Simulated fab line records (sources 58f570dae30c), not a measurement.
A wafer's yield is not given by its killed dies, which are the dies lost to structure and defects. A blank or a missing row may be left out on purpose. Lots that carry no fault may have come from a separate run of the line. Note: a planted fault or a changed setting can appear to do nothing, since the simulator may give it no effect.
Split-lot experiment	flow berkeleyCmos170	27 wafers read from 5 lots, route of 331 steps

## ABOUT THE SPLIT
At UCB170_ZERO_ETCH_06 (etches SiO2 in CHF3/CF4/Ar, time 12 s), the setting targetDepthA was moved away from the recipe's 516 angstrom on 9 of the 27 wafers read, by -33.5% to +46.4%. This setting was run at the recipe's value on the other wafers.

The reading comes from the split's own step.

## THE READING
oesProductAu, in a.u., at UCB170_ZERO_ETCH_06 (etches SiO2 in CHF3/CF4/Ar, time 12 s). A value of 0.617 a.u. with a standard deviation of 0.01 a.u. is what fault-free wafers of this fab line usually give.

wafer	tool, chamber at the split	targetDepthA as run, angstrom	against the recipe	oesProductAu, a.u.	against lot-mates on the recipe
L074.1	rieDiel-04, 2	516	recipe	0.611	-
L074.2	rieDiel-04, 0	516	recipe	0.627	-
L074.3	rieDiel-04, 3	516	recipe	0.614	-
L074.4	rieDiel-04, 1	516	recipe	0.615	-
L074.5	rieDiel-04, 0	516	recipe	0.630	-
L074.6	rieDiel-04, 3	516	recipe	0.623	-
L075.1	rieDiel-04, 0	755.2	+46.4%	0.553	-0.065
L075.2	rieDiel-04, 3	516	recipe	0.612	-
L075.3	rieDiel-04, 2	516	recipe	0.621	-
L075.4	rieDiel-04, 1	755.2	+46.4%	0.538	-0.080
L075.5	rieDiel-04, 3	516	recipe	0.622	-
L075.6	rieDiel-04, 0	755.2	+46.4%	0.547	-0.071
L076.1	rieDiel-02, 3	405.8	-21.4%	0.681	+0.068
L076.2	rieDiel-02, 2	516	recipe	0.612	-
L076.3	rieDiel-02, 1	516	recipe	0.634	-
L076.4	rieDiel-02, 0	516	recipe	0.593	-
L076.5	rieDiel-02, 2	405.8	-21.4%	0.676	+0.063
L076.6	rieDiel-02, 3	405.8	-21.4%	0.684	+0.071
L083.1	rieDiel-02, 2	516	recipe	0.602	-
L083.2	rieDiel-02, 3	516	recipe	0.615	-
L083.3	rieDiel-02, 1	343	-33.5%	0.759	+0.147
L083.4	rieDiel-02, 0	343	-33.5%	0.710	+0.098
L083.5	rieDiel-02, 3	343	-33.5%	0.737	+0.125
L083.6	rieDiel-02, 2	516	recipe	0.618	-
L084.1	rieDiel-04, 3	516	recipe	0.619	-
L084.4	rieDiel-04, 1	516	recipe	0.615	-
L084.5	rieDiel-04, 1	516	recipe	0.610	-

FIT RESULTS
A straight line over all 27 wafers: oesProductAu changes by -0.00229 a.u. for each +1% of targetDepthA; r = -0.92; the points scatter about the line by 0.02 a.u.
The same after taking each lot's own level away (the mean of its wafers on the recipe; 27 wafers): -0.00237 a.u. for each +1%; r = -0.93; scatter 0.02 a.u.
On that fit, the largest move of targetDepthA shifts the reading by 0.11 a.u.
The span of the lots' own levels, 0.6117 to 0.6200 a.u., comes to 0.8 times the standard deviation stated above.
Consequently the slope shifts little with the lot-to-lot level, the two slopes agreeing.
Check: with one of the wafers moved furthest among these (+46.4%) left out of the fit, the line predicts -0.109 a.u. for it against its lot-mates. Against them it came out at -0.0653 a.u.
Tool readings at the split's step, against how far the setting was moved: oesProductAu r = -0.92.

## FILE'S OWN FIT
oesProductAu changes by -0.0024 a.u. for each +1% of targetDepthA, r = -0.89.
